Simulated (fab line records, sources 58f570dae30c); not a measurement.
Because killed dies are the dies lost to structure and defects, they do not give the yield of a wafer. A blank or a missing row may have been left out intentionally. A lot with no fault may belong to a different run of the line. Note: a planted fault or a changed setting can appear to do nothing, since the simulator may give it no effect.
Which of the tools did it? | flow berkeley cmos170 | 13 lots, 37 wafers sampled, at 6 steps of a route of 331

## WHAT EACH GAUGE READ, for each wafer
UCB170_CONTACT_CD_MEAS_90: target cd 700 nm.
lot  | measured     | on        | cd nm (nm)
L829 | day 7 12:19  | cd sem-02 | 699.0 700.2 699.7
L831 | day 7 14:35  | cd sem-02 | 696.9 701.1 699.0
L830 | day 8 04:34  | cd sem-01 | 701.8 699.7 699.5
L832 | day 8 04:55  | cd sem-02 | 701.5 702.7 702.5
L834 | day 8 20:47  | cd sem-02 | 702.3 701.7 701.7
L837 | day 9 11:47  | cd sem-02 | 699.7 698.6 697.7
L836 | day 9 11:42  | cd sem-01 | 699.5 699.0 698.5
L840 | day 10 01:53 | cd sem-02 | 700.3
L846 | day 10 14:12 | cd sem-02 | 701.8 700.9 701.6
L848 | day 11 08:47 | cd sem-01 | 701.2 701.3 701.3
L849 | day 11 18:58 | cd sem-01 | 701.5 699.3 702.2
L850 | day 11 21:38 | cd sem-01 | 699.3 699.1 698.4
L851 | day 11 22:47 | cd sem-02 | 699.7 699.3 700.3

UCB170_M1_OVL_MEAS_10.
lot  | measured     | on         | M1_OVL (nm)
L829 | day 7 14:35  | overlay-02 | 1 0 -2
L831 | day 7 16:29  | overlay-01 | -2 -2 -2
L830 | day 8 06:20  | overlay-01 | 0 -3 -2
L832 | day 8 06:35  | overlay-02 | 1 0 0
L834 | day 8 22:35  | overlay-01 | 5 0 5
L837 | day 9 14:17  | overlay-01 | -1 -6 -3
L836 | day 9 14:02  | overlay-01 | 7 4 3
L840 | day 10 04:55 | overlay-02 | 0
L846 | day 10 19:22 | overlay-02 | 5 -3 1
L848 | day 11 11:49 | overlay-02 | -5 1 -1
L849 | day 11 20:27 | overlay-01 | -5 3 -3
L850 | day 11 23:14 | overlay-01 | -8 -6 -6
L851 | day 12 02:02 | overlay-02 | -4 -11 -5

UCB170_V1_BOW_MEAS_03.
lot  | measured     | on            | V1_BOW (um)
L829 | day 7 19:30  | film metro-01 | 22 21 17
L831 | day 7 19:29  | film metro-04 | 26 27 23
L830 | day 8 09:17  | film metro-04 | 30 19 11
L832 | day 8 09:22  | film metro-01 | 12 14 13
L834 | day 9 05:07  | film metro-02 | 17 18 27
L837 | day 9 20:16  | film metro-02 | 17 19 6
L836 | day 9 20:07  | film metro-02 | 11 25 6
L840 | day 10 08:53 | film metro-01 | 40 -
L846 | day 10 22:38 | film metro-02 | 21 14 16
L848 | day 11 23:29 | film metro-02 | 9 11 20
L849 | day 11 23:48 | film metro-01 | 21 23 17
L850 | day 12 04:01 | film metro-04 | 9 20 10
L851 | day 12 09:46 | film metro-02 | 11 13 28

UCB170_V1_THK_MEAS_04.
lot  | measured     | on            | V1_POLISHED_THK (nm)
L829 | day 7 19:37  | film metro-01 | 985.0 985.7 984.1
L831 | day 7 19:36  | film metro-04 | 983.1 986.1 986.4
L830 | day 8 09:23  | film metro-04 | 986.1 983.9 985.4
L832 | day 8 09:28  | film metro-01 | 985.2 983.2 984.0
L834 | day 9 05:14  | film metro-02 | 983.9 983.0 983.2
L837 | day 9 20:23  | film metro-02 | 984.1 982.4 983.1
L836 | day 9 20:13  | film metro-02 | 986.4 986.2 984.7
L840 | day 10 10:22 | film metro-01 | 1357.3 1356.2
L846 | day 10 22:44 | film metro-02 | 984.8 985.6 984.1
L848 | day 11 23:36 | film metro-02 | 982.3 982.1 983.2
L849 | day 11 23:55 | film metro-01 | 986.0 984.1 983.6
L850 | day 12 04:07 | film metro-04 | 985.5 981.9 985.4
L851 | day 12 09:53 | film metro-02 | 982.7 982.7 984.9

## EACH LOT AND THE TOOL THAT RAN IT (in order: tool; ch and the chambers of the sampled wafers; start)
lot  | UCB170_CONTACT_RTA_08            | UCB170_V1_CMP_02
L829 | rtp anneal-02 ch 0, day 7 10:58  | cmp-01 ch 0,1,2, day 7 19:17
L831 | rtp anneal-02 ch 0, day 7 12:43  | cmp-02 ch 0,1,2, day 7 19:14
L830 | rtp anneal-01 ch 0, day 8 02:39  | cmp-02 ch 1,3, day 8 08:58
L832 | rtp anneal-02 ch 0, day 8 02:40  | cmp-01 ch 0,1,3, day 8 09:07
L834 | rtp anneal-01 ch 0, day 8 19:16  | cmp-02 ch 1,2, day 9 04:46
L837 | rtp anneal-02 ch 0, day 9 09:47  | cmp-01 ch 1,2, day 9 19:50
L836 | rtp anneal-01 ch 0, day 9 09:49  | cmp-02 ch 0,1,3, day 9 19:56
L840 | rtp anneal-01 ch 0, day 10 00:24 | cmp-01 ch 1, day 10 08:35
L846 | rtp anneal-01 ch 0, day 10 12:11 | cmp-02 ch 0,1,2, day 10 22:23
L848 | rtp anneal-01 ch 0, day 11 06:28 | cmp-02 ch 1,2, day 11 23:14
L849 | rtp anneal-01 ch 0, day 11 17:37 | cmp-02 ch 1,3, day 11 23:29
L850 | rtp anneal-01 ch 0, day 11 19:57 | cmp-02 ch 1,2,3, day 12 03:47
L851 | rtp anneal-02 ch 0, day 11 21:19 | cmp-02 ch 1,2,3, day 12 09:28
- UCB170_CONTACT_RTA_08: time 10 s.
- UCB170_V1_CMP_02: polishes SiO2.

## AS READ BY THE TOOLS THEMSELVES (means over the sampled wafers that have a number; for cases with no such wafer, the mark the record gives instead)
UCB170_CONTACT_RTA_08.
lot  | tool          | anneal temp c max | chamber o2 ppm | lamp power pct (%) | wafer_temp_C_max
L829 | rtp anneal-02 | 902.6             | 1.982          | 26.4               | 902.6
L831 | rtp anneal-02 | 903.2             | 1.998          | 26.4               | 903.2
L830 | rtp anneal-01 | 904.7             | 1.993          | 25.3               | 902.0
L832 | rtp anneal-02 | 902.9             | 2.003          | 26.4               | 903.5
L834 | rtp anneal-01 | 904.5             | 2.024          | 25.3               | 902.2
L837 | rtp anneal-02 | 902.8             | 1.987          | 26.3               | 902.4
L836 | rtp anneal-01 | 904.8             | 1.986          | 25.3               | 902.3
L840 | rtp anneal-01 | 905.8             | 2.037          | 25.3               | 902.4
L846 | rtp anneal-01 | 904.6             | 2.008          | 25.3               | 902.3
L848 | rtp anneal-01 | 904.8             | 1.993          | 25.4               | 902.0
L849 | rtp anneal-01 | 904.3             | 1.995          | 25.3               | 902.1
L850 | rtp anneal-01 | 904.5             | 1.994          | 25.3               | 902.7
L851 | rtp anneal-02 | 902.7             | 2.010          | 26.3               | 902.7

UCB170_V1_CMP_02.
lot  | tool   | edge zone pressure frac | motor current A (A)
L829 | cmp-01 | 1.001                   | 16.3
L831 | cmp-02 | 0.996                   | 16.8
L830 | cmp-02 | 1.003                   | 16.7
L832 | cmp-01 | 0.996                   | 15.4
L834 | cmp-02 | 1.001                   | 15.7
L837 | cmp-01 | 1.002                   | 16.0
L836 | cmp-02 | 1.001                   | 17.6
L840 | cmp-01 | 1.007                   | 14.9
L846 | cmp-02 | 0.998                   | 16.8
L848 | cmp-02 | 1.002                   | 16.6
L849 | cmp-02 | 0.993                   | 17.1
L850 | cmp-02 | 1.002                   | 16.5
L851 | cmp-02 | 1.000                   | 16.2

## THE ANSWER, worked out from the rows above alone
Rule: the lots themselves supply what counts as usual. Put in order of their means at a reading, lots are off if they are a third of the lots or fewer, leave a main group of 4 or more, and stand apart from it by a gap of 3 or more times the standard deviation of the main group's means; of several such gaps the widest counts. A main group is skipped when, at the precision printed for the reading in the tables above, its means are all equal. Also off: a lot with no number at a reading for which 4 or more lots have one. Where the step has rows for the other lots, those lots are counted as sound. Order of review: gauges by route order, followed by the tools' own readings, for which a lot's mean as printed above is used. At the first step where some lot is off, the reading lying furthest off is the one used; lots without a number count as furthest.
Off: L840, seen at UCB170_V1_BOW_MEAS_03 (V1_BOW). The main group has a mean of 17 um with a standard deviation of 3.8.
A tool fits if, at a process step before that reading, it ran every lot that is off, and no sound lot after the first of them. The gauges at UCB170_V1_BOW_MEAS_03 are tried like those tools. One fits: cmp-01 at UCB170_V1_CMP_02. A fault onset in the window from L837 (day 9 19:50, its last sound lot) to L840 (day 10 08:35, its first lot off) fits.

## WHAT HAD BEEN PUT IN BY THE SIMULATOR
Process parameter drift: cmp-01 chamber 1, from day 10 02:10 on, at UCB170_V1_CMP_02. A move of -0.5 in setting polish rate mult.
Lots struck among those shown: L840. This agrees with what the rule above found.
